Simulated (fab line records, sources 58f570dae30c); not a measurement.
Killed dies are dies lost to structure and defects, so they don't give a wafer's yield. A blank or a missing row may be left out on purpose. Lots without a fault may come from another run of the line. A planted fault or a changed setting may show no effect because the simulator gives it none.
Which tool did it? | flow berkeley_cmos170 | 14 lots, 42 wafers sampled, at 6 steps of a route of 331

WHAT THE GAUGES READ, wafer by wafer
UCB170_SDANNEAL_RS_MEAS_04: measures by four-point-probe.
lot  | measured     | on            | PLDD_RS (ohm/sq)
L595 | day 7 14:03  | film_metro-04 | 1026.0 1030.6 1029.9
L596 | day 7 14:36  | film_metro-03 | 1034.8 1032.9 1033.7
L597 | day 7 14:44  | film_metro-04 | 1033.9 1032.1 1031.0
L599 | day 8 14:49  | film_metro-03 | 1032.0 1030.8 1033.1
L601 | day 8 15:06  | film_metro-01 | 1031.5 1033.5 1029.9
L600 | day 8 15:40  | film_metro-04 | 1035.8 1033.6 1033.9
L602 | day 9 10:29  | film_metro-03 | 1033.8 1031.9 1033.6
L605 | day 9 14:03  | film_metro-03 | 1037.9 1035.4 1030.3
L606 | day 10 07:55 | film_metro-03 | 1032.0 1035.1 1032.4
L607 | day 10 07:55 | film_metro-01 | 1035.4 1032.1 1033.8
L608 | day 10 08:04 | film_metro-04 | 1030.7 1029.2 1030.4
L614 | day 11 21:22 | film_metro-01 | 1029.8 1031.6 1028.5
L618 | day 13 00:38 | film_metro-01 | 1030.3 1030.8 1031.6
L616 | day 13 00:38 | film_metro-03 | 1029.3 1034.8 1030.1

UCB170_M1_CD_MEAS_90: target cd 700 nm.
lot  | measured     | on        | cd_nm (nm)
L595 | day 7 22:24  | cd_sem-02 | 702.5 701.6 700.2
L596 | day 8 00:36  | cd_sem-01 | 703.2 701.4 700.7
L597 | day 8 00:41  | cd_sem-01 | 696.0 693.9 697.7
L599 | day 8 23:05  | cd_sem-02 | 701.4 702.0 701.3
L601 | day 8 23:24  | cd_sem-02 | 697.8 697.7 701.9
L600 | day 9 00:17  | cd_sem-02 | 697.0 698.9 699.6
L602 | day 9 17:37  | cd_sem-01 | 701.9 702.9 699.3
L605 | day 9 22:40  | cd_sem-02 | 701.1 700.8 702.1
L606 | day 10 14:50 | cd_sem-02 | 704.8 704.2 701.0
L607 | day 10 14:35 | cd_sem-02 | 701.0 699.0 700.5
L608 | day 10 15:04 | cd_sem-02 | 700.9 701.7 700.6
L614 | day 12 13:01 | cd_sem-02 | 688.3 690.3 688.3 688.5 690.5 687.7
L618 | day 13 13:22 | cd_sem-02 | 703.8 702.6 702.9
L616 | day 13 15:50 | cd_sem-01 | 691.3 691.1 689.5 691.4 691.7 689.6

UCB170_V1_THK_MEAS_01.
lot  | measured     | on            | V1_TEOS_THK (nm)
L595 | day 8 00:30  | film_metro-03 | 1973 2019 2012
L596 | day 8 03:10  | film_metro-02 | 1986 2030 1987
L597 | day 8 03:09  | film_metro-03 | 1972 2003 2012
L599 | day 9 01:27  | film_metro-03 | 1985 1975 2009
L601 | day 9 01:27  | film_metro-01 | 1953 1949 1993
L600 | day 9 02:47  | film_metro-02 | 2028 2062 2073
L602 | day 9 19:13  | film_metro-02 | 1990 2019 2028
L605 | day 10 00:15 | film_metro-03 | 1985 2031 2009
L606 | day 10 17:31 | film_metro-03 | 2003 2009 2032
L607 | day 10 16:11 | film_metro-01 | 1986 2031 2020
L608 | day 10 17:31 | film_metro-02 | 1951 1989 2021
L614 | day 12 17:56 | film_metro-02 | 2003 2019 2041
L618 | day 13 15:56 | film_metro-01 | 1989 2027 2025
L616 | day 14 00:23 | film_metro-02 | 1982 1968 2029

UCB170_V1_BOW_MEAS_03.
lot  | measured     | on            | V1_BOW (um)
L595 | day 8 00:53  | film_metro-02 | 20 9 23
L596 | day 8 03:33  | film_metro-02 | 14 16 9
L597 | day 8 03:31  | film_metro-03 | 14 17 0
L599 | day 9 01:49  | film_metro-02 | 11 0 27
L601 | day 9 01:49  | film_metro-03 | 25 26 29
L600 | day 9 03:08  | film_metro-01 | 27 21 21
L602 | day 9 19:35  | film_metro-03 | 15 23 16
L605 | day 10 00:38 | film_metro-02 | 22 18 14
L606 | day 10 17:53 | film_metro-01 | 22 27 23
L607 | day 10 16:34 | film_metro-03 | 19 8 12
L608 | day 10 18:11 | film_metro-03 | 36 24 21
L614 | day 12 18:18 | film_metro-03 | 18 22 14
L618 | day 13 16:18 | film_metro-03 | 15 19 21
L616 | day 14 01:02 | film_metro-03 | 17 9 18

WHICH TOOL RAN EACH LOT (tool, then ch and the chambers of the sampled wafers, then the start)
lot  | UCB170_M1_METAL_ETCH_12           | UCB170_M1_STRIP_13
L595 | rie_metal-03 ch 0,1, day 7 22:10  | plasma_asher-03 ch 0,1, day 7 22:18
L596 | rie_metal-04 ch 0,1, day 8 00:22  | plasma_asher-03 ch 0,1, day 8 00:30
L597 | rie_metal-03 ch 0,1, day 8 00:26  | plasma_asher-04 ch 0,1, day 8 00:34
L599 | rie_metal-03 ch 0,1, day 8 22:50  | plasma_asher-02 ch 0,1, day 8 22:58
L601 | rie_metal-04 ch 0,1, day 8 23:10  | plasma_asher-04 ch 0,1, day 8 23:18
L600 | rie_metal-02 ch 0,1, day 9 00:03  | plasma_asher-03 ch 0,1, day 9 00:11
L602 | rie_metal-02 ch 1, day 9 17:22    | plasma_asher-03 ch 0,1, day 9 17:29
L605 | rie_metal-02 ch 0,1, day 9 22:26  | plasma_asher-04 ch 0,1, day 9 22:33
L606 | rie_metal-04 ch 0,1, day 10 14:35 | plasma_asher-04 ch 1, day 10 14:43
L607 | rie_metal-02 ch 0,1, day 10 14:20 | plasma_asher-02 ch 0,1, day 10 14:28
L608 | rie_metal-03 ch 0,1, day 10 14:49 | plasma_asher-03 ch 0,1, day 10 14:57
L614 | rie_metal-02 ch 0,1, day 12 12:44 | plasma_asher-04 ch 0,1, day 12 12:52
L618 | rie_metal-03 ch 0,1, day 13 13:06 | plasma_asher-04 ch 0,1, day 13 13:14
L616 | rie_metal-02 ch 0, day 13 15:29   | plasma_asher-02 ch 0,1, day 13 15:43
- UCB170_M1_METAL_ETCH_12: etches Al in Cl2/BCl3, stops on PSG, target depth 780 nm, time 130 s.
- UCB170_M1_STRIP_13: strips in O2.

WHAT THE TOOLS THEMSELVES READ (means of the sampled wafers that have a number; where no wafer has one, the mark that the record gives instead)
UCB170_M1_METAL_ETCH_12.
lot  | tool         | drypump_motor_current_A (A) | oes_product_au (a.u.) | throttle_valve_pct (%)
L595 | rie_metal-03 | 5.5                         | 0.870                 | 24.05
L596 | rie_metal-04 | 6.3                         | 0.848                 | 24.39
L597 | rie_metal-03 | 5.4                         | 0.866                 | 24.16
L599 | rie_metal-03 | 5.4                         | 0.866                 | 24.17
L601 | rie_metal-04 | 6.0                         | 0.850                 | 24.43
L600 | rie_metal-02 | 5.7                         | 0.832                 | 24.45
L602 | rie_metal-02 | 5.6                         | 0.829                 | 24.52
L605 | rie_metal-02 | 5.8                         | 0.842                 | 24.37
L606 | rie_metal-04 | 6.0                         | 0.860                 | 24.43
L607 | rie_metal-02 | 5.8                         | 0.844                 | 24.38
L608 | rie_metal-03 | 5.4                         | 0.861                 | 24.11
L614 | rie_metal-02 | 5.8                         | 0.715                 | 24.43
L618 | rie_metal-03 | 5.4                         | 0.865                 | 24.04
L616 | rie_metal-02 | 5.9                         | 0.734                 | 24.35

UCB170_M1_STRIP_13.
lot  | tool            | drypump_motor_current_A (A) | o2_flow_sccm (sccm) | oes_product_au (a.u.)
L595 | plasma_asher-03 | 5.96                        | 400.1               | 0.722
L596 | plasma_asher-03 | 5.96                        | 400.5               | 0.719
L597 | plasma_asher-04 | 5.94                        | 399.1               | 0.722
L599 | plasma_asher-02 | 6.23                        | 399.0               | 0.718
L601 | plasma_asher-04 | 6.14                        | 399.5               | 0.719
L600 | plasma_asher-03 | 5.96                        | 400.9               | 0.719
L602 | plasma_asher-03 | 5.97                        | 400.6               | 0.722
L605 | plasma_asher-04 | 5.93                        | 400.2               | 0.720
L606 | plasma_asher-04 | 5.72                        | 398.6               | 0.722
L607 | plasma_asher-02 | 6.22                        | 400.4               | 0.721
L608 | plasma_asher-03 | 5.96                        | 401.1               | 0.716
L614 | plasma_asher-04 | 6.15                        | 400.3               | 0.622
L618 | plasma_asher-04 | 6.13                        | 399.8               | 0.717
L616 | plasma_asher-02 | 6.21                        | 400.1               | 0.628

THE ANSWER, worked out from the rows above alone
Rule: what is usual is taken from the lots themselves. Put in order of their means at a reading, lots are off if they are a third of the lots or fewer, leave a main group of 4 or more, and stand apart from it by a gap of 3 or more times the standard deviation of the main group's means; of several such gaps the widest counts. A main group whose means are all the same, to the digits that the tables above print for the reading, isn't used. A lot without any number at a reading at which 4 lots or more have one is off too. The other lots that the step has rows for count as sound. The gauges are gone through in route order, then the tools' own readings, and for those a lot's mean is taken as printed above. The first step at which some lot is off is used, and at that step the reading that is off furthest; a lot without a number counts as furthest.
Off: L614, L616, at UCB170_M1_METAL_ETCH_12 (oes_product_au). The main group: mean 0.853 a.u., standard deviation 0.013.
A tool fits if, at that step or a process step before it, it ran every lot that is off, and no sound lot after the first of them. One fits: rie_metal-02 at UCB170_M1_METAL_ETCH_12. Its last sound lot is L607 (day 10 14:20), its first lot that is off L614 (day 12 12:44): a fault that began between those two fits.
The tool's own readings at UCB170_M1_METAL_ETCH_12 bear it out: on the lots that are off they differ by more than 5 times the standard deviation of the sound lots' means. oes_product_au reads 0.724 a.u. there against 0.853 a.u. on the sound lots.

WHAT THE SIMULATOR HAD PUT IN
Process parameter drift: rie_metal-02, from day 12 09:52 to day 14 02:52, at UCB170_M1_METAL_ETCH_12. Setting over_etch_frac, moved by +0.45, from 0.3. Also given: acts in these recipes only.
Lots struck among those shown: L614, L616. The rule above found the same.
